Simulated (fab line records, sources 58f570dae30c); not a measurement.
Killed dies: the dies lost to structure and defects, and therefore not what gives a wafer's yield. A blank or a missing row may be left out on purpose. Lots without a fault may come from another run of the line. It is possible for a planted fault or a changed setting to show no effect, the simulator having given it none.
Split-lot experiment | flow berkeley_cmos170 | on a route of 331 steps: 5 lots, 23 wafers read

== SPLIT DETAILS ==
At UCB170_V1_ETCH_14 (etches SiO2 in CHF3/CF4/Ar, stops on Al, target depth 1250 nm, time 291 s), the setting rf_w was moved away from the recipe's 700 W on 7 of the 23 wafers read, by -6.7% to +9.7%. All remaining wafers had this setting at the recipe value.

Reading taken at the split's own step.

== THE READING ==
KrF_of_V1_COAT_07.thk_nm (the simulator's own value, which no gauge read), in nm, at UCB170_V1_ETCH_14 (etches SiO2 in CHF3/CF4/Ar, stops on Al, target depth 1250 nm, time 291 s). The file gives no usual value for it. Across the 16 wafers here that went through the recipe, the average is 618.4 nm and the standard deviation 5.3 nm.

wafer  | tool, chamber at the split | rf_w as run, W | against the recipe | KrF_of_V1_COAT_07.thk_nm, nm | against lot-mates on the recipe
L075.1 | rie_diel-03, 0             | 700            | recipe             | 610.6                        | -
L075.3 | rie_diel-03, 2             | 653.2          | -6.7%              | 634.2                        | +23.6
L075.4 | rie_diel-03, 1             | 653.2          | -6.7%              | 628.7                        | +18.1
L075.5 | rie_diel-03, 0             | 700            | recipe             | 610.6                        | -
L075.6 | rie_diel-03, 3             | 653.2          | -6.7%              | 627.7                        | +17.1
L078.1 | rie_diel-03, 0             | 700            | recipe             | 618.3                        | -
L078.5 | rie_diel-03, 0             | 700            | recipe             | 616.5                        | -
L078.6 | rie_diel-03, 3             | 700            | recipe             | 623                          | -
L082.1 | rie_diel-04, 3             | 700            | recipe             | 615.9                        | -
L082.2 | rie_diel-04, 2             | 700            | recipe             | 616.2                        | -
L082.3 | rie_diel-04, 1             | 700            | recipe             | 617.5                        | -
L082.5 | rie_diel-04, 1             | 700            | recipe             | 619.8                        | -
L082.6 | rie_diel-04, 0             | 700            | recipe             | 615.2                        | -
L085.1 | rie_diel-03, 3             | 728.7          | +4.1%              | 617                          | -9.5
L085.2 | rie_diel-03, 1             | 700            | recipe             | 627.2                        | -
L085.4 | rie_diel-03, 3             | 700            | recipe             | 620.7                        | -
L085.5 | rie_diel-03, 1             | 728.7          | +4.1%              | 617.1                        | -9.4
L085.6 | rie_diel-03, 2             | 700            | recipe             | 631.6                        | -
L084.1 | rie_diel-03, 2             | 700            | recipe             | 621                          | -
L084.2 | rie_diel-03, 1             | 767.9          | +9.7%              | 602.5                        | -14.6
L084.3 | rie_diel-03, 3             | 767.9          | +9.7%              | 603.2                        | -13.9
L084.4 | rie_diel-03, 2             | 700            | recipe             | 615.8                        | -
L084.6 | rie_diel-03, 3             | 700            | recipe             | 614.5                        | -

THE FIT
A straight line over all 23 wafers: KrF_of_V1_COAT_07.thk_nm changes by -1.56 nm for each +1% of rf_w; r = -0.79; the points scatter about the line by 5 nm.
The same after taking each lot's own level away (the mean of its wafers on the recipe; 23 wafers): -2.12 nm for each +1%; r = -0.92; scatter 3.7 nm.
That fit puts the effect of the largest move of rf_w on the reading at 21 nm.
Measured against the standard deviation above, the lots' own levels, which go from 610.60 to 626.50 nm, span 3.0 times it.
So the lot-to-lot level blurs the effect unless lot-mates are compared.
Check: -21.4 nm against its lot-mates is what the line predicts for one of the wafers moved furthest among these (+9.7%) when that wafer is left out of the fit. It came out at -14.6 nm against them.

== OTHER SPLITS APPLIED TO THESE WAFERS ==
Before the reading, these wafers also passed through other splits. Each is held against what the fit with the lots' levels taken away leaves over:
other split on the same wafers      | wafers away from the commonest value | r with KrF_of_V1_COAT_07.thk_nm (lot level and that fit taken away)
UCB170_CONTACT_EXPOSE_12 dose_mj    | 10                                   | +0.16
UCB170_M1_PEB_07 peb_temp_c         | 7                                    | -0.08
UCB170_M1_METAL_ETCH_12 time_s      | 10                                   | -0.24
UCB170_V1_CMP_02 leave_above_ref_nm | 5                                    | -0.28

== THE WHOLE CHAIN: every reading that the file lists as answering this split, in the file's order ==
step               | what it does                                                              | reading                                                                   | change (the file's fit)              | r (the file's)
UCB170_V1_ETCH_14  | etches SiO2 in CHF3/CF4/Ar, stops on Al, target depth 1250 nm, time 291 s | KrF_of_V1_COAT_07.thk_nm (the simulator's own value, which no gauge read) | -1.98 nm for each +1% of the setting | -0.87
UCB170_V1_STRIP_15 | strips in O2                                                              | strip_time_to_endpoint_s                                                  | withheld for each +1% of the setting | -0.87

== THE FILE'S OWN FIT ==
KrF_of_V1_COAT_07.thk_nm changes by -1.98 nm for each +1% of rf_w, r = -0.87.
